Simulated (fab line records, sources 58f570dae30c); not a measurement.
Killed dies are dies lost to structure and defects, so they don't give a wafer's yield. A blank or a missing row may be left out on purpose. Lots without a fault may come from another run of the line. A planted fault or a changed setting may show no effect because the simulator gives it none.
Chamber matching | flow berkeley_cmos170 | UCB170_M1_ETCH_11 on rie_diel-04: 4 sister chambers
The step etches BARC in N2/H2. 8 wafers are shown with their chamber, then 7 later ones without.

WAFERS WITH THEIR CHAMBER
wafer  | chamber | drypump_motor_current_A (A) | throttle_valve_pct (%)
L612.5 | 0       | 6.6                         | 13.23
L615.1 | 1       | 5.3                         | 13.28
L615.5 | 3       | 5.2                         | 13.34
L626.1 | 1       | 5.3                         | 13.28
L626.2 | 2       | 5.0                         | 13.36
L626.3 | 3       | 5.2                         | 13.33
L627.2 | 0       | 6.6                         | 13.26
L627.4 | 2       | 4.9                         | 13.36

WAFERS WITHOUT THEIR CHAMBER
wafer  | drypump_motor_current_A (A) | throttle_valve_pct (%)
L627.6 | 5.2                         | 13.33
L628.1 | 4.9                         | 13.36
L628.2 | 6.6                         | 13.25
L628.5 | 5.3                         | 13.26
L629.2 | 5.2                         | 13.34
L629.3 | 5.0                         | 13.37
L629.5 | 5.0                         | 13.38

WHICH CHAMBER EACH WENT THROUGH
wafer  | from the rows above | in truth
L627.6 | 3                   | 3
L628.1 | 2                   | 2
L628.2 | 0                   | 0
L628.5 | 1                   | 1
L629.2 | 3                   | 3
L629.3 | 2                   | 2
L629.5 | 2                   | 2
Placed correctly: 7 of 7. Can't be placed from these rows: 0. Placed wrongly: 0.
How it was worked out, from the rows above alone: a wafer's distance from a chamber is the root of the sum, over the readings, of the square of ((its reading less the chamber's mean) divided by the reading's scatter). The wafer belongs to the nearest chamber; if the next one is less than 2 further off, it can't be placed. A chamber's mean is the mean of its shown wafers. The scatter: the root of (the sum of the squares of (reading less its chamber's mean) over the shown wafers, divided by (wafers less chambers)).
